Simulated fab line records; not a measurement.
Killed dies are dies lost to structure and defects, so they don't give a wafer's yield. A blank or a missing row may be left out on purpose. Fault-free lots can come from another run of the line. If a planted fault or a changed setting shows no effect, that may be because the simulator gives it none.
Code-filled problem report in 8D (eight disciplines) form ; flow rit_cmos ; the parts of the form that need people (team, actions taken, sign-off) are left out

1. PROBLEM STATEMENT
Wafers free of any fault read 345 nm (standard deviation 7.3) for FOX2_OXIDE_THK at RIT_FOX2_THK_MEAS_01, against a mean of 499 nm on 6 wafers of 2 lots. That puts it +21 standard deviations away from the usual mean.
The first sign was on wafer L568.3 at day 5 17:22, on film_metro-04. Wafers with a number at this step in the record: 42, from 14 lots. By rule, "out" or "out of limits" means more than 4 standard deviations away from the usual mean. The rest of the wafers with a number are treated as sound.

2. WHAT IT IS, WHAT IT ISN'T
question;is;is not
which readings at this step;FOX2_OXIDE_THK;-
which lots;L568, L571;L549, L550, L554, L555, L556, L558, L560, L561, L562, L563, L565, L566
which wafers of those lots;all that have a number;-
read on which gauges;film_metro-02, film_metro-04;film_metro-03
when;from day 5 17:22;up to then (36 sound wafers)

3. WHAT RULES OUT EACH SUSPECT
Counting: a tool at a process step up to the reading stays a suspect if it ran every lot that is out and no sound lot after the first of them.
- the gauge at RIT_FOX2_THK_MEAS_01 has been ruled out. 2 gauges (film_metro-02, film_metro-04) read the wafers that are out.
- furnace-01 at RIT_FOX2_OXIDATION_00 (target thk 350.7 nm, ox time 1130 s): kept. All lots that are out passed through it, beginning with L568 at day 5 16:02, and no sound lot followed; its final sound lot before that point was L566 at day 5 07:14.
Left after counting: furnace-01 at RIT_FOX2_OXIDATION_00.

4. THE CAUSE (what the simulator had put in)
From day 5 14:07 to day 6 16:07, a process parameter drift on furnace-01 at RIT_FOX2_OXIDATION_00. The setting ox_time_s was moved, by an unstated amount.
This tool alone remained once counting was done.

5. SEQUENCE OF EFFECTS, ordered by route
Each row: a reading where the mean over the struck wafers with a number is more than 3 standard deviations away from the usual. Only readings whose record carries a usual standard deviation are examined. hours: median over the lots of the time between each lot's start at the first step of this table that gives one and its start at this step. sigmas: the change, counted in usual standard deviations.
hours;step;reading;usual;on struck wafers;change;sigmas
0;RIT_FOX2_THK_MEAS_01;FOX2_OXIDE_THK;345 nm;499;+154;+21
1;RIT_FOX2_THK_MEAS_90;FIELD_OXIDE_LEFT_1_THK;317 nm;472;+155;+21
13;RIT_FOX2_THK_MEAS_91;FIELD_OXIDE_LEFT_2_THK;249 nm;403;+154;+21

6. WHAT WOULD HAVE CAUGHT IT SOONER
The first out-of-limits reading at a measuring or inspecting step in this record came at day 5 17:22, 3 hours after the fault's start at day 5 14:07.
Lots out: 2; of these, L571 started RIT_FOX2_OXIDATION_00 on furnace-01 after day 5 17:22. Had the tool been put on hold then, it would have been spared.
